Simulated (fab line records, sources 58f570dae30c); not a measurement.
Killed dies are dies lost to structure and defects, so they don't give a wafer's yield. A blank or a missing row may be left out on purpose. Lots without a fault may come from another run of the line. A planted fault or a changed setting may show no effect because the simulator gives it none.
A struck lot beside a sound one | flow berkeley_cmos170 | 14 steps out of a route of 331
Sound: wafers L116.1, L116.2, L116.4. Struck: wafers L121.1, L121.2, L121.3. The cause comes at the end.
At each step with rows: each side's tool, then ch and its chambers, then its first start. Under that, the readings that differ: sound wafers | struck wafers | difference of the means | sigmas: that difference in standard deviations of wafers without a fault.
alike: readings whose means differ by less than 2 such deviations, and words and numbers that are the same on both sides. not compared: withheld readings, readings that some wafer has no value for, bounds like >300 that may hide the same value, and numbers for which the record gives no deviation and whose values overlap.
The two part at a step that has a row with sigmas, a row that says differs or no value, or rows on one side only. Numbers that don't overlap but have no deviation are shown without sigmas and don't part them. A reading that every wafer of one side lacks parts them only if that side has two wafers or more.

UCB170_NLDD_STRIP_10: strips in O2.
  sound on plasma_asher-04 ch 0,1, day 7 20:13; struck on plasma_asher-04 ch 0,1, day 9 01:57
  alike: drypump_motor_current_A, oes_product_au, strip_time_to_endpoint_s
  not compared: rf_hours_counter_h
UCB170_NLDD_TW_MEAS_11:
  sound on film_metro-04, day 7 20:19; struck on film_metro-02, day 9 02:03
  reading | sound          | struck         | difference | sigmas
  NLDD_TW | 2244 2254 2258 | 2190 2200 2196 | -57        | -2
then, 1 step without rows for these wafers: UCB170_NLDD_CLEAN_12 (cleans in SPM, time 600 s).
UCB170_SPACER_CVD_00: deposits SiO2 from TEOS/O2, target thk 376 nm, time 47 s.
  sound on pecvd-04 ch 0,1, day 7 20:34; struck on pecvd-01 ch 0,1,2, day 9 02:17
  alike: heater_power_w
UCB170_SPACER_THK_MEAS_01:
  sound on film_metro-02, day 7 20:37; struck on film_metro-03, day 9 02:19
  alike: SPACER_TEOS_THK
then, 1 step without rows for these wafers: UCB170_SPACER_ANNEAL_02 (time 1800 s).
UCB170_SPACER_ETCHBACK_03: etches SiO2 in CHF3/CF4/Ar, stops on Si, target depth 376 nm, time 100 s.
  sound on rie_diel-02 ch 0,2, day 8 01:45; struck on rie_diel-01 ch 0,2,3, day 9 04:47
  alike: CHF3_flow_sccm, drypump_motor_current_A, oes_product_au, throttle_valve_pct
  not compared: rf_hours_counter_h
then, 5 steps without rows for these wafers: UCB170_PSD_HMDS_00 (prime time 60 s); UCB170_PSD_COAT_01 (resist thk 900 nm); UCB170_PSD_SOFTBAKE_02 (time 60 s); UCB170_PSD_EXPOSE_03 (exposes mask PSELECT MOD, target cd 1200 nm); UCB170_PSD_PEB_04.
UCB170_PSD_DEVELOP_05: develop time 45 s.
  sound on litho_track-04 ch 0, day 8 02:00; struck on litho_track-02, day 9 05:00
  no value came back on the struck wafers for chill_plate_temp_C (C), develop_time_s (s); on the sound wafers chill_plate_temp_C (C) reads 22.93 23.06 22.97
  reading                              | sound             | struck            | difference | sigmas
  model.KrF_of_PSD_COAT_01.thk_nm (nm) | 883.4 882.6 881.6 | 899.3 894.6 896.7 | +14.3      |
UCB170_PSD_CD_MEAS_06: target cd 1200 nm.
  sound on cd_sem-02, day 8 02:52; struck on cd_sem-01, day 9 05:56
  reading    | sound                | struck | difference                    | sigmas
  cd_nm (nm) | 1202.5 1201.4 1201.7 | - - -  | no value on the struck wafers |

WHERE THEY PART
First at UCB170_NLDD_TW_MEAS_11; last, within this record, at UCB170_PSD_CD_MEAS_06.

WHY: what the simulator had put in
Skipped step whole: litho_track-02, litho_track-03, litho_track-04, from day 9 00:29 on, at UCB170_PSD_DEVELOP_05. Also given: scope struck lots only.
